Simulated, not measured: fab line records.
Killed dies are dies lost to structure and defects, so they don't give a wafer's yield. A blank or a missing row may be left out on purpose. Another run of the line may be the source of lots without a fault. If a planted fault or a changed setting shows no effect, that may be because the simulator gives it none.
fab line records | flow ritCmos
record lots=7 | wafers=21 | lastDay=7
route steps=202 shown SILICIDE@161 CONTACT@168 M1@202
lots that met no fault: from a run of the same line without faults
startH: hours from the record's first day to the start of the lot's first wafer shown | waitH: how many hours have passed since the lot's step before this one | " same as the row above | L1.1+2: a row that stands for several wafers | - either no value or no given start | * or withheld: withheld | < > ~ a bound
route shown NAME@n: names a module that has steps shown in the file, with the first one's number in the route | usual: average and standard deviation across the fault-free wafers | same: alike in all rows | chamber/n: place in a boat | sites: the reading at each site | _std_site: how widely they spread, as a standard deviation | _edge_site: the outer-site mean with the inner-site mean subtracted | radiusMm: for every site, how far away it sits from the centre of the wafer | mask NAME#n: copy n | behind: the most recent tool/chamber to have shaped the wafer | hold: what put the lot on hold/how long, in hours/how the hold closed | device: which transistor (n, p or np) failed to switch | end of line: the route-end tests of the same wafers | a step with no rows: only its recipe | killed: not the wafer's yield, but the dies lost to structure and defects at the first sort | map: shows each die of a wafer: x if killed, . if not, _ if none is there
set.NAME: the setting as run; set.NAME@STEP: as run at that earlier step | model.NAME: the simulator's own value behind a step, which no gauge read
certain route steps with their lots: each step a table, each wafer a row
services: a tool's chamber out of use, with start hour (startH, from the record's first day; less than 0 if before it), hours out, and reason
## steps
# step RIT_SILICIDE_WET_ETCH_00
# recipe chemistry=BOE | target=SiO2 | targetDepthNm=14 | timeS=15 | dry=n2Spin | dilution=10:1 | tempC=21.5
# step RIT_SILICIDE_SPUTTER_01
# recipe material=Ti | targetThkNm=30 | powerW=350 | chamberPressurePa=0.667 | gas=Ar | timeS=240 | substrateTempC=25
# usual throttleValvePct=29.7/0.82
lot.wafer | tool          | chamber | startH | waitH | throttleValvePct
L829.4    | pvdSputter-01 | -       | 70.70  | 0.0   | 30.4
L829.5    | "             | -       | "      | "     | 30.1
L829.6    | "             | -       | "      | "     | 30.3
L836.3    | pvdSputter-03 | -       | 102.68 | 0.0   | 29.5
L836.5    | "             | -       | "      | "     | 29.7
L836.6    | "             | -       | "      | "     | 29.4
L840.1    | pvdSputter-02 | -       | 120.49 | 0.0   | 30.1
L840.2    | "             | -       | "      | "     | 30.8
L840.4    | "             | -       | "      | "     | 30.4
L841.4    | pvdSputter-01 | -       | 122.51 | 0.0   | 30.0
L841.5    | "             | -       | "      | "     | 30.9
L841.6    | "             | -       | "      | "     | 28.2
L842.4    | pvdSputter-03 | -       | 133.04 | 0.0   | 29.7
L842.5    | "             | -       | "      | "     | 29.6
L842.6    | "             | -       | "      | "     | 29.9
L844.1    | pvdSputter-03 | -       | 141.53 | 0.0   | 29.8
L844.2    | "             | -       | "      | "     | 29.5
L844.3    | "             | -       | "      | "     | 29.0
L849.1    | pvdSputter-02 | -       | 168.28 | 0.0   | 30.3
L849.2    | "             | -       | "      | "     | 28.5
L849.5    | "             | -       | "      | "     | 30.8
# step RIT_SILICIDE_RS_MEAS_02
# recipe thkMeasGauge=four-point-probe | reads=Ti_of_SILICIDE_SPUTTER_01
# usual SILICIDE_TI_RS=47.8/0.6
lot.wafer | tool         | chamber | startH | waitH | SILICIDE_TI_RS[ohm/sq]
L829.4    | filmMetro-04 | -       | 70.91  | 0.1   | 48.0
L829.5    | "            | -       | "      | "     | 48.0
L829.6    | "            | -       | "      | "     | 48.6
L836.3    | filmMetro-01 | -       | 102.87 | 0.1   | 47.0
L836.5    | "            | -       | "      | "     | 47.6
L836.6    | "            | -       | "      | "     | 47.1
L840.1    | filmMetro-04 | -       | 120.64 | 0.1   | 48.5
L840.2    | "            | -       | "      | "     | 48.3
L840.4    | "            | -       | "      | "     | 48.5
L841.4    | filmMetro-04 | -       | 122.72 | 0.1   | 48.4
L841.5    | "            | -       | "      | "     | 47.6
L841.6    | "            | -       | "      | "     | 47.8
L842.4    | filmMetro-04 | -       | 133.25 | 0.1   | 47.6
L842.5    | "            | -       | "      | "     | 47.2
L842.6    | "            | -       | "      | "     | 48.0
L844.1    | filmMetro-04 | -       | 141.68 | 0.1   | 47.4
L844.2    | "            | -       | "      | "     | 47.3
L844.3    | "            | -       | "      | "     | 47.4
L849.1    | filmMetro-01 | -       | 168.43 | 0.1   | 47.4
L849.2    | "            | -       | "      | "     | 48.5
L849.5    | "            | -       | "      | "     | 47.8
# step RIT_SILICIDE_THK_MEAS_03
# recipe thkMeasGauge=xrf | reads=Ti_of_SILICIDE_SPUTTER_01
# usual SILICIDE_TI_THK=30.6/0.38
lot.wafer | tool         | chamber | startH | waitH | SILICIDE_TI_THK[nm]
L829.4    | filmMetro-04 | -       | 71.00  | 0.1   | 30.3
L829.5    | "            | -       | "      | "     | 30.3
L829.6    | "            | -       | "      | "     | 30.1
L836.3    | filmMetro-01 | -       | 102.97 | 0.1   | 31.3
L836.5    | "            | -       | "      | "     | 30.9
L836.6    | "            | -       | "      | "     | 31.2
L840.1    | filmMetro-04 | -       | 120.76 | 0.1   | 30.1
L840.2    | "            | -       | "      | "     | 30.0
L840.4    | "            | -       | "      | "     | 30.1
L841.4    | filmMetro-04 | -       | 122.81 | 0.1   | 30.1
L841.5    | "            | -       | "      | "     | 30.5
L841.6    | "            | -       | "      | "     | 30.3
L842.4    | filmMetro-04 | -       | 133.34 | 0.1   | 30.5
L842.5    | "            | -       | "      | "     | 30.6
L842.6    | "            | -       | "      | "     | 30.4
L844.1    | filmMetro-04 | -       | 141.80 | 0.1   | 30.6
L844.2    | "            | -       | "      | "     | 30.7
L844.3    | "            | -       | "      | "     | 30.7
L849.1    | filmMetro-01 | -       | 168.55 | 0.1   | 31.0
L849.2    | "            | -       | "      | "     | 30.4
L849.5    | "            | -       | "      | "     | 30.8
# step RIT_SILICIDE_RTA_04
# recipe tempC=650 | timeS=10 | idleTempC=25 | rampUpS=5 | rampDownS=5 | coolToC=25 | ambient=N2
# usual wafer_temp_C_max=652.5/0.54
lot.wafer | tool         | chamber | startH | waitH | wafer_temp_C_max
L829.4    | rtpAnneal-02 | 0       | 71.06  | 0.1   | 653.7
L829.5    | "            | 0       | "      | "     | 652.4
L829.6    | "            | 0       | "      | "     | 652.3
L836.3    | rtpAnneal-01 | 0       | 103.03 | 0.1   | 651.4
L836.5    | "            | 0       | "      | "     | 651.8
L836.6    | "            | 0       | "      | "     | 651.7
L840.1    | rtpAnneal-01 | 0       | 120.82 | 0.1   | 652.8
L840.2    | "            | 0       | "      | "     | 652.3
L840.4    | "            | 0       | "      | "     | 652.2
L841.4    | rtpAnneal-02 | 0       | 122.87 | 0.1   | 652.3
L841.5    | "            | 0       | "      | "     | 652.5
L841.6    | "            | 0       | "      | "     | 652.3
L842.4    | rtpAnneal-01 | 0       | 133.40 | 0.1   | 652.2
L842.5    | "            | 0       | "      | "     | 652.3
L842.6    | "            | 0       | "      | "     | 652.4
L844.1    | rtpAnneal-01 | 0       | 141.86 | 0.1   | 652.5
L844.2    | "            | 0       | "      | "     | 653.1
L844.3    | "            | 0       | "      | "     | 652.8
L849.1    | rtpAnneal-02 | 0       | 168.61 | 0.1   | 652.3
L849.2    | "            | 0       | "      | "     | 653.1
L849.5    | "            | 0       | "      | "     | 652.2
# step RIT_SILICIDE_WET_ETCH_05
# recipe chemistry=SPM | target=Ti | tempC=90 | timeS=120 | dry=n2Spin
# step RIT_SILICIDE_RTA_06
# recipe tempC=750 | timeS=10 | idleTempC=25 | rampUpS=5 | rampDownS=10 | coolToC=25 | ambient=N2
# usual wafer_temp_C_max=752.8/0.62
lot.wafer | tool         | chamber | startH | waitH | wafer_temp_C_max
L829.4    | rtpAnneal-01 | 0       | 71.17  | 0.0   | 752.9
L829.5    | "            | 0       | "      | "     | 754.2
L829.6    | "            | 0       | "      | "     | 752.5
L836.3    | rtpAnneal-02 | 0       | 103.14 | 0.0   | 753.0
L836.5    | "            | 0       | "      | "     | 753.6
L836.6    | "            | 0       | "      | "     | 752.8
L840.1    | rtpAnneal-02 | 0       | 120.93 | 0.0   | 753.0
L840.2    | "            | 0       | "      | "     | 751.9
L840.4    | "            | 0       | "      | "     | 752.4
L841.4    | rtpAnneal-01 | 0       | 122.98 | 0.0   | 752.3
L841.5    | "            | 0       | "      | "     | 753.4
L841.6    | "            | 0       | "      | "     | 752.4
L842.4    | rtpAnneal-02 | 0       | 133.51 | 0.0   | 753.1
L842.5    | "            | 0       | "      | "     | 753.6
L842.6    | "            | 0       | "      | "     | 752.3
L844.1    | rtpAnneal-02 | 0       | 141.98 | 0.0   | 752.8
L844.2    | "            | 0       | "      | "     | 753.2
L844.3    | "            | 0       | "      | "     | 753.5
L849.1    | rtpAnneal-01 | 0       | 168.72 | 0.0   | 753.0
L849.2    | "            | 0       | "      | "     | 753.3
L849.5    | "            | 0       | "      | "     | 752.2
# step RIT_CONTACT_CVD_00
# recipe material=SiO2 | targetThkNm=400 | precursor=TEOS | tempC=390 | timeS=61 | rfW=400
# usual heaterPowerW=286/61
lot.wafer | tool     | chamber | startH | waitH | heaterPowerW
L829.4    | pecvd-04 | 0       | 71.23  | 0.0   | 195
L829.5    | "        | 1       | "      | "     | 235
L829.6    | "        | 2       | "      | "     | 254
L836.3    | pecvd-02 | 0       | 103.19 | 0.0   | 355
L836.5    | "        | 2       | "      | "     | 226
L836.6    | "        | 0       | "      | "     | 352
L840.1    | pecvd-04 | 0       | 120.99 | 0.1   | 263
L840.2    | "        | 2       | "      | "     | 253
L840.4    | "        | 2       | "      | "     | 256
L841.4    | pecvd-02 | 0       | 123.04 | 0.0   | 279
L841.5    | "        | 1       | "      | "     | 287
L841.6    | "        | 2       | "      | "     | 271
L842.4    | pecvd-04 | 1       | 133.57 | 0.0   | 263
L842.5    | "        | 0       | "      | "     | 239
L842.6    | "        | 2       | "      | "     | 185
L844.1    | pecvd-04 | 0       | 142.04 | 0.1   | 223
L844.2    | "        | 2       | "      | "     | 264
L844.3    | "        | 2       | "      | "     | 188
L849.1    | pecvd-02 | 2       | 168.79 | 0.1   | 271
L849.2    | "        | 1       | "      | "     | 272
L849.5    | "        | 0       | "      | "     | 307
# step RIT_CONTACT_THK_MEAS_01
# recipe reads=SiO2_of_CONTACT_CVD_00
# usual CONTACT_TEOS_THK=401/4.9
lot.wafer | tool         | chamber | startH | waitH | CONTACT_TEOS_THK[nm]
L829.4    | filmMetro-02 | -       | 71.29  | 0.0   | 403
L829.5    | "            | -       | "      | "     | 404
L829.6    | "            | -       | "      | "     | 404
L836.3    | filmMetro-04 | -       | 103.27 | 0.1   | 401
L836.5    | "            | -       | "      | "     | 408
L836.6    | "            | -       | "      | "     | 405
L840.1    | filmMetro-04 | -       | 121.04 | 0.0   | 407
L840.2    | "            | -       | "      | "     | 408
L840.4    | "            | -       | "      | "     | 409
L841.4    | filmMetro-04 | -       | 123.10 | 0.0   | 407
L841.5    | "            | -       | "      | "     | 406
L841.6    | "            | -       | "      | "     | 407
L842.4    | filmMetro-04 | -       | 133.63 | 0.0   | 409
L842.5    | "            | -       | "      | "     | 405
L842.6    | "            | -       | "      | "     | 413
L844.1    | filmMetro-02 | -       | 142.17 | 0.1   | 396
L844.2    | "            | -       | "      | "     | 404
L844.3    | "            | -       | "      | "     | 411
L849.1    | filmMetro-02 | -       | 168.84 | 0.0   | 401
L849.2    | "            | -       | "      | "     | 401
L849.5    | "            | -       | "      | "     | 408
# step RIT_CONTACT_HMDS_02
# recipe primeTimeS=60 | primeTempC=140
# step RIT_CONTACT_COAT_03
# recipe resist=NOVOLAK | spinRpm=3250 | resistThkNm=1000
# step RIT_CONTACT_SOFTBAKE_04
# recipe resist=NOVOLAK | tempC=90 | timeS=60
# step RIT_CONTACT_EXPOSE_05
# recipe maskId=M11 | na=0.6 | sourceShape=conventional | sigmaOuter=0.5 | targetCdNm=1000 | doseMj=250
# usual exposureDoseMJCm2=249.99/0.26 | focusOffsetNm=0.0/0.55
lot.wafer | tool            | chamber | startH | waitH | mask  | exposureDoseMJCm2 | focusOffsetNm | model.CONTACT.overlayXNm
L829.4    | ilineStepper-02 | 0       | 71.83  | 0.1   | M11#0 | 250.14            | -1.8          | -0.8368
L829.5    | "               | 0       | "      | "     | M11#0 | 249.91            | -1.2          | -0.8368
L829.6    | "               | 0       | "      | "     | M11#0 | 250.06            | -1.0          | -0.8368
L836.3    | ilineStepper-01 | 0       | 103.80 | 0.1   | M11#0 | 249.69            | -0.2          | 1.575
L836.5    | "               | 0       | "      | "     | M11#0 | 249.82            | 0.1           | 1.575
L836.6    | "               | 0       | "      | "     | M11#0 | 249.76            | 0.4           | 1.575
L840.1    | ilineStepper-02 | 0       | 121.65 | 0.1   | M11#0 | 250.17            | -0.9          | 347.7
L840.2    | "               | 0       | "      | "     | M11#0 | 250.25            | -0.5          | 347.7
L840.4    | "               | 0       | "      | "     | M11#0 | 250.07            | -0.8          | 347.7
L841.4    | ilineStepper-02 | 0       | 123.63 | 0.1   | M11#0 | 250.18            | -0.4          | 348.4
L841.5    | "               | 0       | "      | "     | M11#0 | 250.35            | -0.6          | 348.4
L841.6    | "               | 0       | "      | "     | M11#0 | 250.15            | -0.6          | 348.4
L842.4    | ilineStepper-02 | 0       | 134.16 | 0.1   | M11#0 | 249.88            | 0.9           | 348
L842.5    | "               | 0       | "      | "     | M11#0 | 249.88            | 0.8           | 348
L842.6    | "               | 0       | "      | "     | M11#0 | 249.86            | -0.2          | 348
L844.1    | ilineStepper-01 | 0       | 142.81 | 0.2   | M11#0 | 250.00            | -0.6          | -0.2319
L844.2    | "               | 0       | "      | "     | M11#0 | 249.74            | 0.3           | -0.2319
L844.3    | "               | 0       | "      | "     | M11#0 | 250.33            | -0.6          | -0.2319
L849.1    | ilineStepper-01 | 0       | 169.35 | 0.1   | M11#0 | 249.99            | 0.7           | 1.004
L849.2    | "               | 0       | "      | "     | M11#0 | 249.98            | 1.2           | 1.004
L849.5    | "               | 0       | "      | "     | M11#0 | 250.06            | 0.8           | 1.004
# step RIT_CONTACT_PEB_06
# recipe resist=NOVOLAK | tempC=withheld | timeS=withheld
# step RIT_CONTACT_DEVELOP_07
# recipe resist=NOVOLAK | developTimeS=120 | devTempC=23
# step RIT_CONTACT_CD_MEAS_08
# recipe targetCdNm=1000
# usual cdNm=1000.3/2
lot.wafer | tool     | chamber | startH | waitH | cdNm
L829.4    | cdSem-01 | -       | 72.34  | -     | 1000.7
L829.5    | "        | -       | "      | "     | 999.0
L829.6    | "        | -       | "      | "     | 999.2
L836.3    | cdSem-01 | -       | 104.32 | -     | 1001.5
L836.5    | "        | -       | "      | "     | 1002.8
L836.6    | "        | -       | "      | "     | 1002.9
L840.1    | cdSem-01 | -       | 122.17 | -     | 999.9
L840.2    | "        | -       | "      | "     | 999.0
L840.4    | "        | -       | "      | "     | 997.8
L841.4    | cdSem-02 | -       | 124.15 | -     | 1002.2
L841.5    | "        | -       | "      | "     | 1003.3
L841.6    | "        | -       | "      | "     | 1000.1
L842.4    | cdSem-02 | -       | 134.74 | -     | 1001.1
L842.5    | "        | -       | "      | "     | 1001.7
L842.6    | "        | -       | "      | "     | 1002.2
L844.1    | cdSem-01 | -       | 143.32 | -     | 997.5
L844.2    | "        | -       | "      | "     | 1000.0
L844.3    | "        | -       | "      | "     | 999.1
L849.1    | cdSem-02 | -       | 169.87 | -     | 1001.8
L849.2    | "        | -       | "      | "     | 999.4
L849.5    | "        | -       | "      | "     | 1000.1
# step RIT_CONTACT_OVL_MEAS_09
# usual CONTACT_OVL=0.3/1.4
lot.wafer | tool       | chamber | startH | waitH | CONTACT_OVL[nm]
L829.4    | overlay-02 | -       | 72.42  | 0.1   | 0.2
L829.5    | "          | -       | "      | "     | 1.8
L829.6    | "          | -       | "      | "     | -0.9
L836.3    | overlay-01 | -       | 104.41 | 0.1   | 2.3
L836.5    | "          | -       | "      | "     | 0.5
L836.6    | "          | -       | "      | "     | 0.6
L840.1    | overlay-01 | -       | 122.29 | 0.1   | 349.8
L840.2    | "          | -       | "      | "     | 347.6
L840.4    | "          | -       | "      | "     | 348.6
L841.4    | overlay-02 | -       | 124.23 | 0.1   | 348.6
L841.5    | "          | -       | "      | "     | 349.9
L841.6    | "          | -       | "      | "     | 349.4
L842.4    | overlay-01 | -       | 134.82 | 0.1   | 348.0
L842.5    | "          | -       | "      | "     | 348.5
L842.6    | "          | -       | "      | "     | 347.3
L844.1    | overlay-01 | -       | 143.44 | 0.1   | -1.0
L844.2    | "          | -       | "      | "     | 0.7
L844.3    | "          | -       | "      | "     | -1.4
L849.1    | overlay-02 | -       | 169.99 | 0.1   | 1.8
L849.2    | "          | -       | "      | "     | -1.0
L849.5    | "          | -       | "      | "     | 0.3
# step RIT_CONTACT_HARDBAKE_10
# recipe resist=NOVOLAK | tempC=140 | timeS=60
# step RIT_M1_PROBE_99
# usual killed_at_M0_to_M3=0.0/0.14 | killedAtContacts=0.0/0.23 | killedAtFrontEnd=7/3.1 | killedDies=7/3.1 | killedOpen=3.3/2 | killedShort=3.5/1.9
# same grossDies=264 | killed_at_M4_up=0 | killedAtBackSide=0 | killedAtOther=0
lot.wafer | tool      | chamber | startH | waitH | killed_at_M0_to_M3 | killedAtContacts | killedAtFrontEnd | killedDies | killedOpen | killedShort | model.etest.nmos_0p15.junctionLog10AUm | model.etest.nmosNarrow.offLog10AUm | model.etest.nmos_0p3.offLog10AUm | model.etest.gateEndArray.leakLog10AUm | model.etest.contactDiodeArray.leakLog10A | model.etest.pmos_0p15.junctionLog10AUm | model.etest.pmos_0p3.offLog10AUm | model.etest.selectEdgeDiodeN.leakLog10A
L829.4    | prober-02 | -       | 77.59  | 0.2   | 0                  | 0                | 8                | 8          | 1          | 7           | -13.51                                 | -13.21                             | -13.08                           | -12.93                                | -9.418                                   | -13.66                                 | -12.81                           | -9.889
L829.5    | prober-02 | -       | 77.64  | 0.2   | 0                  | 0                | 13               | 13         | 3          | 10          | -13.33                                 | -13.22                             | -13.12                           | -12.98                                | -9.65                                    | -13.77                                 | -12.88                           | -9.686
L829.6    | prober-02 | -       | 77.69  | 0.2   | 0                  | 0                | 3                | 3          | 2          | 1           | -13.39                                 | -13.34                             | -13.04                           | -12.88                                | -9.586                                   | -13.88                                 | -12.8                            | -9.959
L836.3    | prober-01 | -       | 109.54 | 0.2   | 0                  | 0                | 7                | 7          | 4          | 3           | -13.49                                 | -13.1                              | -12.86                           | -12.67                                | -9.836                                   | -13.83                                 | -12.84                           | -9.734
L836.5    | prober-01 | -       | 109.64 | 0.2   | 0                  | 0                | 9                | 9          | 5          | 4           | -13.44                                 | -13.16                             | -12.97                           | -12.77                                | -9.582                                   | -13.71                                 | -12.8                            | -9.707
L836.6    | prober-01 | -       | 109.69 | 0.2   | 0                  | 0                | 6                | 6          | 3          | 3           | -13.21                                 | -13.2                              | -13.12                           | -12.97                                | -9.366                                   | -13.81                                 | -12.67                           | -9.528
L840.1    | prober-01 | -       | 127.48 | 0.1   | 1                  | 0                | 9                | 10         | 4          | 5           | -9.623                                 | -9.623                             | -9.623                           | -9.523                                | -6.401                                   | -10.62                                 | -10.62                           | -7.628
L840.2    | prober-01 | -       | 127.53 | 0.1   | 0                  | 1                | 7                | 8          | 4          | 4           | -9.288                                 | -9.288                             | -9.288                           | -9.072                                | -5.952                                   | -10.29                                 | -10.29                           | -7.309
L840.4    | prober-01 | -       | 127.63 | 0.2   | 0                  | 0                | 3                | 3          | 2          | 1           | -9.636                                 | -9.636                             | -9.636                           | -9.48                                 | -6.223                                   | -10.63                                 | -10.63                           | -7.657
L841.4    | prober-02 | -       | 129.54 | 0.2   | 0                  | 0                | 4                | 4          | 3          | 1           | -9.219                                 | -9.219                             | -9.219                           | -9.125                                | -5.998                                   | -10.22                                 | -10.22                           | -7.178
L841.5    | prober-02 | -       | 129.59 | 0.2   | 0                  | 1                | 4                | 5          | 4          | 1           | -9.403                                 | -9.403                             | -9.403                           | -9.2                                  | -6.06                                    | -10.4                                  | -10.4                            | -7.487
L841.6    | prober-02 | -       | 129.64 | 0.2   | 0                  | 0                | 6                | 6          | 2          | 4           | -9.418                                 | -9.418                             | -9.418                           | -9.228                                | -6.08                                    | -10.42                                 | -10.42                           | -7.491
L842.4    | prober-01 | -       | 140.23 | 0.2   | 0                  | 0                | 10               | 10         | 6          | 4           | -8.933                                 | -8.933                             | -8.933                           | -8.771                                | -5.75                                    | -9.933                                 | -9.932                           | -7.053
L842.5    | prober-01 | -       | 140.28 | 0.2   | 0                  | 0                | 7                | 7          | 4          | 3           | -9.18                                  | -9.18                              | -9.18                            | -8.998                                | -5.87                                    | -10.18                                 | -10.18                           | -7.009
L842.6    | prober-01 | -       | 140.33 | 0.2   | 0                  | 0                | 9                | 9          | 5          | 4           | -9.15                                  | -9.15                              | -9.15                            | -9                                    | -5.924                                   | -10.15                                 | -10.15                           | -7.31
L844.1    | prober-01 | -       | 148.64 | 0.1   | 0                  | 0                | 5                | 5          | 3          | 2           | -13.46                                 | -13.18                             | -12.96                           | -12.85                                | -9.416                                   | -13.69                                 | -12.57                           | -9.521
L844.2    | prober-01 | -       | 148.69 | 0.1   | 0                  | 0                | 6                | 6          | 3          | 3           | -13.57                                 | -13.11                             | -13.08                           | -12.87                                | -9.156                                   | -13.64                                 | -12.62                           | -9.83
L844.3    | prober-01 | -       | 148.74 | 0.2   | 0                  | 0                | 6                | 6          | 2          | 4           | -13.52                                 | -13.06                             | -12.81                           | -12.7                                 | -9.628                                   | -13.86                                 | -12.82                           | -9.915
L849.1    | prober-02 | -       | 175.24 | 0.1   | 0                  | 0                | 14               | 14         | 10         | 4           | -13.31                                 | -13.22                             | -13                              | -12.76                                | -9.458                                   | -13.57                                 | -12.84                           | -9.798
L849.2    | prober-02 | -       | 175.29 | 0.1   | 0                  | 0                | 6                | 6          | 2          | 4           | -13.44                                 | -13.12                             | -13                              | -12.72                                | -9.374                                   | -13.6                                  | -12.86                           | -9.855
L849.5    | prober-02 | -       | 175.44 | 0.2   | 0                  | 0                | 9                | 9          | 4          | 5           | -13.44                                 | -13.02                             | -13.04                           | -12.85                                | -9.523                                   | -13.68                                 | -12.75                           | -10.07
# killed by level:class
L829.4 GATE:geometricParticle:short=3 FOX1:geometricParticle:short=1 FOX1:geometricParticle:open=1 FOX2:geometricParticle:short=1 REOX:geometricParticle:short=1 SPACER:geometricParticle:short=1
L829.5 GATE:geometricParticle:short=4 GATE:geometricParticle:open=2 SPACER:geometricParticle:short=2 ACTIVE:geometricParticle:short=1 FOX2:geometricParticle:short=1 REOX:geometricParticle:short=1 SILICIDE:geometricParticle:open=1 SILICIDE:geometricParticle:short=1
L829.6 GATE:geometricParticle:short=1 GATE:geometricParticle:open=1 SPACER:geometricParticle:open=1
L836.3 REOX:geometricParticle:open=2 SILICIDE:geometricParticle:short=2 FOX2:geometricParticle:short=1 GATE:geometricParticle:open=1 SILICIDE:geometricParticle:open=1
L836.5 REOX:geometricParticle:open=2 REOX:geometricParticle:short=2 FOX1:geometricParticle:open=1 GATE:geometricParticle:short=1 GATE:geometricParticle:open=1 SILICIDE:geometricParticle:open=1 SILICIDE:geometricParticle:short=1
L836.6 SPACER:geometricParticle:open=2 FOX1:geometricParticle:short=1 GATE:geometricParticle:open=1 REOX:geometricParticle:short=1 SILICIDE:geometricParticle:short=1
L840.1 GATE:geometricParticle:short=2 SPACER:geometricParticle:short=2 FOX1:geometricParticle:open=1 FOX1:geometricParticle:short=1 GATE:geometricParticle:open=1 SPACER:geometricParticle:open=1 SILICIDE:geometricParticle:open=1 M1:coatMicrobubblePrinted=1
L840.2 GATE:geometricParticle:short=2 SPACER:geometricParticle:short=2 FOX1:geometricParticle:open=1 REOX:geometricParticle:open=1 SILICIDE:geometricParticle:open=1 CONTACT:geometricParticle:open=1
L840.4 FOX1:geometricParticle:open=1 FOX1:geometricParticle:short=1 GATE:geometricParticle:open=1
L841.4 GATE:geometricParticle:open=2 FOX1:geometricParticle:open=1 REOX:geometricParticle:short=1
L841.5 SPACER:geometricParticle:open=3 REOX:geometricParticle:short=1 CONTACT:geometricParticle:open=1
L841.6 FOX1:geometricParticle:open=1 GATE:geometricParticle:short=1 GATE:geometricParticle:open=1 REOX:geometricParticle:short=1 SPACER:geometricParticle:short=1 SILICIDE:geometricParticle:short=1
L842.4 GATE:geometricParticle:short=3 GATE:geometricParticle:open=3 FOX1:geometricParticle:open=1 FOX2:geometricParticle:open=1 REOX:geometricParticle:short=1 REOX:geometricParticle:open=1
L842.5 GATE:geometricParticle:short=2 REOX:geometricParticle:open=2 FOX1:geometricParticle:open=1 REOX:geometricParticle:short=1 SILICIDE:geometricParticle:open=1
L842.6 GATE:geometricParticle:short=3 FOX1:geometricParticle:open=2 GATE:geometricParticle:open=2 FOX1:geometricParticle:short=1 REOX:geometricParticle:open=1
L844.1 FOX1:geometricParticle:short=1 GATE:geometricParticle:open=1 REOX:geometricParticle:open=1 SPACER:geometricParticle:open=1 SILICIDE:geometricParticle:short=1
L844.2 FOX1:geometricParticle:short=1 FOX1:geometricParticle:open=1 GATE:geometricParticle:short=1 GATE:geometricParticle:open=1 SPACER:geometricParticle:open=1 SILICIDE:geometricParticle:short=1
L844.3 GATE:geometricParticle:short=2 FOX1:geometricParticle:open=1 FOX2:geometricParticle:short=1 GATE:geometricParticle:open=1 SPACER:geometricParticle:short=1
L849.1 GATE:geometricParticle:open=6 SILICIDE:geometricParticle:open=3 FOX1:geometricParticle:short=1 GATE:geometricParticle:short=1 SPACER:geometricParticle:short=1 SPACER:geometricParticle:open=1 SILICIDE:geometricParticle:short=1
L849.2 GATE:geometricParticle:short=2 GATE:geometricParticle:open=1 SPACER:geometricParticle:open=1 SPACER:geometricParticle:short=1 SILICIDE:geometricParticle:short=1
L849.5 GATE:geometricParticle:short=4 REOX:geometricParticle:open=2 FOX1:geometricParticle:short=1 FOX1:geometricParticle:open=1 SILICIDE:geometricParticle:open=1
## services
tool            | chamber | startH | hours | kind
pecvd-04        | 0       | 50.80  | 19.2  | repair
ilineStepper-01 | -       | 74.33  | 4.2   | repair
pecvd-04        | -       | 83.08  | 0.6   | repair
ilineStepper-02 | 0       | 97.48  | -     | calibration
ilineStepper-02 | -       | 101.08 | 8.2   | repair
pecvd-02        | -       | 113.91 | 1.7   | repair
pvdSputter-03   | -       | 115.48 | 9.1   | repair
pecvd-04        | -       | 120.00 | 0.7   | repair
pecvd-02        | -       | 135.56 | 28.1  | pm
pecvd-04        | 1       | 138.54 | 10.8  | repair
ilineStepper-01 | -       | 150.93 | 1.3   | repair
ilineStepper-01 | -       | 155.15 | 1.7   | pm
ilineStepper-02 | -       | 159.23 | 11.4  | repair
## key
firstSign step=RIT_CONTACT_OVL_MEAS_09 | reading=CONTACT_OVL | direction=up | sigmas=99+ | usual=0.3 | struck=348.6
effect none on later readings
modelEffect step=RIT_CONTACT_EXPOSE_05 | value=CONTACT.overlayXNm | without=-0.3291 | struck=348
modelEffect step=RIT_M1_PROBE_99 | value=etest.nmos_0p15.junctionLog10AUm | without=-13.55 | struck=-9.317
metAt RIT_CONTACT_EXPOSE_05
struckWafers L840.1,L840.2,L840.4,L841.4,L841.5,L841.6,L842.4,L842.5,L842.6
testerLeftOut L840,L841,L842
onsetBetween 71.83 121.65
fault kind=scannerMatchingOverlay | tool=ilineStepper-02 | chamber=- | onsetH=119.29 | steps=RIT_CONTACT_EXPOSE_05 | offset=348.36
# testerLeftOut: of these lots the tester's yield and bins aren't shown, on N5 and GAA mostly nor the transistor test; their killed dies are dies lost to structure and defects alone, not to doping, threshold or leakage, so they don't give the yield
